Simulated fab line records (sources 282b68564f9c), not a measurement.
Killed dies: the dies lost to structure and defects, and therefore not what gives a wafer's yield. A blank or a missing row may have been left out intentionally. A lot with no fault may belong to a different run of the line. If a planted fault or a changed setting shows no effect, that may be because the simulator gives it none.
fab line records | flow ritCmos
record lots=7 | wafers=21 | lastDay=7
route steps=202 shown GATE@76 FOX2@80 M1@202
lots untouched by any fault: they come from a run of this same line in which no faults occurred
startH: hours from the record's first day to the start of the lot's first wafer shown | waitH: hours elapsed since this lot's preceding step | " same as the row above | L1.1+2: one row covering several wafers at once | - either no value or no given start | * or withheld: withheld | < > ~ a bound
route shown NAME@n: names a module that has steps shown in the file, with the first one's number in the route | usual: mean/standard deviation of fault-free wafers | same: alike in all rows | chamber/n: place in a boat | sites: each site's reading | _std_site: how widely they spread, as a standard deviation | _edge_site: mean of outer sites minus mean of inner sites | radiusMm: for every site, how far away it sits from the centre of the wafer | mask NAME#n: copy n | behind: tool/chamber where the wafer was last shaped | hold: the reason the lot was held/the length of the hold in hours/how it ended | device: the transistor (n, p or np) that didn't switch | end of line: the same wafers' tests at the end of the route | a step with no rows: only its recipe | killed: the dies lost at the first sort to structure and to defects; this is not the yield of the wafer | map: a wafer's dies, marking killed ones x, the rest . and places with no die _
set.NAME: the setting as run; set.NAME@STEP: as run at that earlier step | model.NAME: the simulator's own value behind a step, which no gauge read
lots at selected steps of the route; one table per step, one row per wafer
## steps
# step RIT_GATE_CLEAN_01
# recipe chemistry=SC1 | mix=3:3:50 | timeS=600 | tempC=75
# step RIT_GATE_CLEAN_02
# recipe chemistry=dHF | dilution=50:1 | timeS=31.25
# step RIT_GATE_CLEAN_03
# recipe chemistry=SC2 | mix=3:3:50 | timeS=600 | tempC=75 | dry=n2Spin
# step RIT_GATE_CLEAN_04
# recipe chemistry=dHF | dilution=50:1 | timeS=60 | dry=n2Spin
# step RIT_FOX2_THK_MEAS_91
# recipe reads=SiO2_of_FOX2_OXIDATION_00
# usual FIELD_OXIDE_LEFT_2_THK=257/8.1
lot.wafer | tool         | chamber | startH | waitH | FIELD_OXIDE_LEFT_2_THK[nm]
L744.1    | filmMetro-03 | -       | 58.81  | 0.0   | 262
L744.3    | "            | -       | "      | "     | 260
L744.6    | "            | -       | "      | "     | 263
L752.1    | filmMetro-03 | -       | 97.13  | 0.0   | 268
L752.2    | "            | -       | "      | "     | 264
L752.3    | "            | -       | "      | "     | 260
L755.1    | filmMetro-03 | -       | 113.40 | 0.0   | 249
L755.3    | "            | -       | "      | "     | 253
L755.4    | "            | -       | "      | "     | 252
L756.1    | filmMetro-01 | -       | 116.91 | 0.0   | 256
L756.5    | "            | -       | "      | "     | 258
L756.6    | "            | -       | "      | "     | 256
L758.2    | filmMetro-02 | -       | 128.18 | 0.0   | 276
L758.4    | "            | -       | "      | "     | 271
L758.5    | "            | -       | "      | "     | 266
L759.1    | filmMetro-02 | -       | 131.69 | 0.0   | 255
L759.3    | "            | -       | "      | "     | 256
L759.4    | "            | -       | "      | "     | 254
L761.2    | filmMetro-02 | -       | 141.70 | 0.0   | 267
L761.3    | "            | -       | "      | "     | 261
L761.5    | "            | -       | "      | "     | 266
# step RIT_GATE_OXIDATION_05
# recipe tempC=900 | ambient=O2 | targetThkA=30 | oxTimeS=270
# step RIT_GATE_ANNEAL_06
# recipe tempC=900 | timeS=600 | ambient=N2O
# step RIT_GATE_THK_MEAS_07
# recipe reads=SiO2_of_GATE_OXIDATION_05
# usual GATE_OXIDE_THK=3.01/0.09
lot.wafer | tool         | chamber | startH | waitH | GATE_OXIDE_THK[nm]
L744.1    | filmMetro-01 | -       | 63.79  | 0.0   | 3.05
L744.3    | "            | -       | "      | "     | 3.07
L744.6    | "            | -       | "      | "     | 3.12
L752.1    | filmMetro-02 | -       | 98.52  | 0.0   | 2.94
L752.2    | "            | -       | "      | "     | 2.98
L752.3    | "            | -       | "      | "     | 3.02
L755.1    | filmMetro-03 | -       | 115.06 | 0.0   | 3.01
L755.3    | "            | -       | "      | "     | 3.03
L755.4    | "            | -       | "      | "     | 3.01
L756.1    | filmMetro-02 | -       | 118.29 | 0.0   | 3.12
L756.5    | "            | -       | "      | "     | 3.19
L756.6    | "            | -       | "      | "     | 3.16
L758.2    | filmMetro-02 | -       | 129.56 | 0.0   | 2.96
L758.4    | "            | -       | "      | "     | 3.09
L758.5    | "            | -       | "      | "     | 3.10
L759.1    | filmMetro-02 | -       | 134.08 | 0.0   | 3.07
L759.3    | "            | -       | "      | "     | 3.04
L759.4    | "            | -       | "      | "     | 2.97
L761.2    | filmMetro-02 | -       | 145.64 | 0.0   | 2.95
L761.3    | "            | -       | "      | "     | 2.94
L761.5    | "            | -       | "      | "     | 3.02
# step RIT_GATE_CVD_08
# recipe material=poly-Si | targetThkNm=250 | tempC=610 | precursor=SiH4 | timeS=2220 | pressureMtorr=300 | sih4FlowSccm=100
# step RIT_GATE_THK_MEAS_09
# recipe reads=poly-Si_of_GATE_CVD_08
# usual GATE_POLY_THK=249/3.1
lot.wafer | tool         | chamber | startH | waitH | GATE_POLY_THK[nm]
L744.1    | filmMetro-02 | -       | 65.47  | 0.0   | 245
L744.3    | "            | -       | "      | "     | 245
L744.6    | "            | -       | "      | "     | 244
L752.1    | filmMetro-03 | -       | 100.19 | 0.0   | 251
L752.2    | "            | -       | "      | "     | 251
L752.3    | "            | -       | "      | "     | 252
L755.1    | filmMetro-02 | -       | 116.73 | 0.0   | 252
L755.3    | "            | -       | "      | "     | 250
L755.4    | "            | -       | "      | "     | 250
L756.1    | filmMetro-03 | -       | 119.97 | 0.0   | 251
L756.5    | "            | -       | "      | "     | 250
L756.6    | "            | -       | "      | "     | 250
L758.2    | filmMetro-03 | -       | 131.24 | 0.0   | 251
L758.4    | "            | -       | "      | "     | 250
L758.5    | "            | -       | "      | "     | 252
L759.1    | filmMetro-03 | -       | 135.76 | 0.0   | 252
L759.3    | "            | -       | "      | "     | 251
L759.4    | "            | -       | "      | "     | 252
L761.2    | filmMetro-02 | -       | 147.32 | 0.0   | 250
L761.3    | "            | -       | "      | "     | 251
L761.5    | "            | -       | "      | "     | 250
# step RIT_GATE_HMDS_10
# recipe primeTimeS=60 | primeTempC=140
# step RIT_GATE_COAT_11
# recipe resist=NOVOLAK | spinRpm=4250 | resistThkNm=850
# step RIT_GATE_SOFTBAKE_12
# recipe resist=NOVOLAK | tempC=90 | timeS=60
# usual heaterPowerTotalW=34.56/0.049 | plateTempC=89.99/0.13
lot.wafer | tool          | chamber | startH | waitH | heaterPowerTotalW | plateTempC
L744.1    | lithoTrack-03 | 0       | 65.83  | 0.1   | 34.55             | 89.87
L744.3    | "             | 0       | "      | "     | 34.53             | 89.94
L744.6    | "             | 0       | "      | "     | 34.54             | 90.10
L752.1    | lithoTrack-03 | 0       | 100.55 | 0.1   | 34.60             | 89.85
L752.2    | "             | 0       | "      | "     | 34.57             | 89.85
L752.3    | "             | 0       | "      | "     | 34.60             | 89.93
L755.1    | lithoTrack-03 | 0       | 117.09 | 0.1   | 35.18             | 91.13
L755.3    | "             | 0       | "      | "     | 35.13             | 91.28
L755.4    | "             | 0       | "      | "     | 35.13             | 91.16
L756.1    | lithoTrack-03 | 0       | 120.33 | 0.1   | 35.24             | 91.18
L756.5    | "             | 0       | "      | "     | 35.13             | 91.17
L756.6    | "             | 0       | "      | "     | 35.19             | 90.96
L758.2    | lithoTrack-04 | 0       | 131.61 | 0.1   | 34.58             | 89.97
L758.4    | "             | 0       | "      | "     | 34.63             | 89.95
L758.5    | "             | 0       | "      | "     | 34.43             | 89.86
L759.1    | lithoTrack-03 | 0       | 136.12 | 0.1   | 35.24             | 91.24
L759.3    | "             | 0       | "      | "     | 35.21             | 91.05
L759.4    | "             | 0       | "      | "     | 35.16             | 91.20
L761.2    | lithoTrack-01 | 0       | 147.69 | 0.1   | 34.61             | 90.14
L761.3    | "             | 0       | "      | "     | 34.51             | 90.00
L761.5    | "             | 0       | "      | "     | 34.50             | 89.91
# step RIT_GATE_EXPOSE_13
# recipe maskId=M6 | na=0.6 | sourceShape=conventional | sigmaOuter=0.6 | targetCdNm=150 | doseMj=380
# step RIT_M1_PROBE_99
# usual killedAtContacts=0.2/0.38 | killedAtFrontEnd=6.7/3 | killedDies=6.9/3 | killedOpen=3.5/1.9 | killedShort=3.3/2
# same grossDies=264 | killed_at_M0_to_M3=0 | killed_at_M4_up=0 | killedAtBackSide=0 | killedAtOther=0
lot.wafer | tool      | chamber | startH | waitH | killedAtContacts | killedAtFrontEnd | killedDies | killedOpen | killedShort
L744.1    | prober-02 | -       | 88.98  | 0.1   | 0                | 6                | 6          | 4          | 2
L744.3    | prober-02 | -       | 89.08  | 0.2   | 0                | 6                | 6          | 3          | 3
L744.6    | prober-02 | -       | 89.23  | 0.2   | 1                | 6                | 7          | 5          | 2
L752.1    | prober-02 | -       | 121.56 | 0.1   | 0                | 9                | 9          | 7          | 2
L752.2    | prober-02 | -       | 121.61 | 0.1   | 0                | 6                | 6          | 4          | 2
L752.3    | prober-02 | -       | 121.66 | 0.2   | 0                | 5                | 5          | 3          | 2
L756.1    | prober-02 | -       | 141.25 | 0.1   | 0                | 4                | 4          | 3          | 1
L756.5    | prober-02 | -       | 141.45 | 0.2   | 0                | 8                | 8          | 3          | 5
L756.6    | prober-02 | -       | 141.50 | 0.2   | 0                | 6                | 6          | 1          | 5
L758.2    | prober-02 | -       | 152.62 | 0.1   | 0                | 4                | 4          | 1          | 3
L758.4    | prober-02 | -       | 152.72 | 0.2   | 0                | 6                | 6          | 3          | 3
L758.5    | prober-02 | -       | 152.77 | 0.2   | 0                | 4                | 4          | 1          | 3
# killed by level:class
L744.1 FOX2:geometricParticle:open=2 GATE:geometricParticle:short=2 FOX1:geometricParticle:open=1 GATE:geometricParticle:open=1
L744.3 GATE:geometricParticle:open=2 FOX1:geometricParticle:short=1 FOX2:geometricParticle:open=1 REOX:geometricParticle:short=1 SPACER:geometricParticle:short=1
L744.6 FOX1:geometricParticle:open=2 FOX2:geometricParticle:open=1 FOX2:geometricParticle:short=1 GATE:geometricParticle:open=1 SPACER:geometricParticle:open=1 CONTACT:geometricParticle:short=1
L752.1 GATE:geometricParticle:open=4 FOX1:geometricParticle:open=1 GATE:geometricParticle:short=1 SPACER:geometricParticle:open=1 SILICIDE:geometricParticle:open=1 SILICIDE:geometricParticle:short=1
L752.2 FOX1:geometricParticle:open=1 FOX2:geometricParticle:open=1 GATE:geometricParticle:short=1 GATE:geometricParticle:open=1 REOX:geometricParticle:short=1 REOX:geometricParticle:open=1
L752.3 GATE:geometricParticle:open=2 GATE:geometricParticle:short=2 FOX2:geometricParticle:open=1
L756.1 SPACER:geometricParticle:open=2 FOX1:geometricParticle:open=1 SILICIDE:geometricParticle:short=1
L756.5 FOX1:geometricParticle:open=2 SPACER:geometricParticle:short=2 FOX2:geometricParticle:short=1 GATE:geometricParticle:short=1 REOX:geometricParticle:short=1 SPACER:geometricParticle:open=1
L756.6 GATE:geometricParticle:short=2 FOX1:geometricParticle:short=1 FOX2:geometricParticle:open=1 REOX:geometricParticle:short=1 SILICIDE:geometricParticle:short=1
L758.2 FOX2:geometricParticle:short=2 FOX2:geometricParticle:open=1 SPACER:geometricParticle:short=1
L758.4 GATE:geometricParticle:short=3 GATE:geometricParticle:open=2 SILICIDE:geometricParticle:open=1
L758.5 GATE:geometricParticle:short=2 SILICIDE:geometricParticle:short=1 SILICIDE:geometricParticle:open=1
## key
firstSign step=RIT_GATE_SOFTBAKE_12 | reading=heaterPowerTotalW | direction=up | sigmas=13 | usual=34.56 | struck=35.18
effect step=RIT_GATE_SOFTBAKE_12 | reading=plateTempC | direction=up | sigmas=9 | usual=* | struck=*
metAt RIT_GATE_SOFTBAKE_12
struckWafers L755.1,L755.3,L755.4,L756.1,L756.5,L756.6,L759.1,L759.3,L759.4
testerLeftOut L755,L756,L759
loopTrim step=RIT_GATE_EXPOSE_13 | setting=dose | lots=L759
onsetBetween 100.55 117.09
fault kind=processParameterDrift | tool=lithoTrack-03 | chamber=- | onsetH=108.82 | steps=RIT_GATE_SOFTBAKE_12 | channel=tempC | offset=* | shape=step | endH=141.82 | actsIn=* | stated=*
# testerLeftOut: of these lots the tester's yield and bins aren't shown, on N5 and GAA mostly nor the transistor test; their killed dies are dies lost to structure and defects alone, not to doping, threshold or leakage, so they don't give the yield
# loopTrim: a control loop set the setting to another value than it would have without faults
